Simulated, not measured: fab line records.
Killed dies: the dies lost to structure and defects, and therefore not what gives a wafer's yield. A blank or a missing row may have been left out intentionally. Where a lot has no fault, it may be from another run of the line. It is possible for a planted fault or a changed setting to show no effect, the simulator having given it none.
What tool caused it? | flow berkeley_cmos170 | 14 lots, 42 wafers sampled, at 1 step of a route of 331

## WHAT EACH GAUGE READ, for each wafer
UCB170_PWELL_THK_MEAS_03. Usual: PWELL_OXIDE_THK 26.3 nm, standard deviation 0.59.
lot  | measured    | on            | PWELL_OXIDE_THK (nm) | flag
L842 | day 2 21:04 | film_metro-02 | 25.7 25.6 26.0       |
L843 | day 3 08:19 | film_metro-04 | 25.0 25.1 25.3       |
L845 | day 3 19:30 | film_metro-04 | 27.2 27.1 26.9       |
L848 | day 4 08:50 | film_metro-02 | 27.7 27.3 27.4       |
L850 | day 4 14:56 | film_metro-04 | 27.0 27.0 27.1       |
L856 | day 5 19:34 | film_metro-04 | 26.5 27.3 27.2       |
L859 | day 6 15:10 | film_metro-01 | 25.6 26.1 25.8       |
L860 | day 6 15:10 | film_metro-04 | 26.3 26.0 26.0       |
L858 | day 6 15:11 | film_metro-02 | 26.3 26.0 26.0       |
L861 | day 7 06:27 | film_metro-02 | 27.1 26.1 26.6       |
L862 | day 7 06:27 | film_metro-04 | 26.6 26.3 26.8       |
L863 | day 7 20:47 | film_metro-02 | 25.7 26.3 25.5       |
L864 | day 7 20:47 | film_metro-01 | 26.4 26.8 26.6       |
L865 | day 8 05:10 | film_metro-01 | 26.0 26.0 25.8       |

## EACH LOT AND THE TOOL THAT RAN IT (in order: tool; ch and the chambers of the sampled wafers; start)
There is no process step in the record ahead of these readings.

## AS READ BY THE TOOLS THEMSELVES (means over the sampled wafers that have a number; for cases with no such wafer, the mark the record gives instead)
The record holds no such reading with a usual standard deviation.

## THE ANSWER, worked out from the rows above alone
Rule: take the mean of a lot's wafers that have a number; if it is more than 3 standard deviations from the usual mean, the lot is off. A lot without any number at a reading at which 4 lots or more have one is off too. The other lots that the step has rows for count as sound. The gauges are gone through in route order, then the tools' own readings, and for those a lot's mean is taken as printed above. The first step at which some lot is off is used, and at that step the reading that is off furthest; a lot without a number counts as furthest.
None of the lots is off at any reading shown; this tells nothing.

## WHAT THE SIMULATOR HAD INSERTED
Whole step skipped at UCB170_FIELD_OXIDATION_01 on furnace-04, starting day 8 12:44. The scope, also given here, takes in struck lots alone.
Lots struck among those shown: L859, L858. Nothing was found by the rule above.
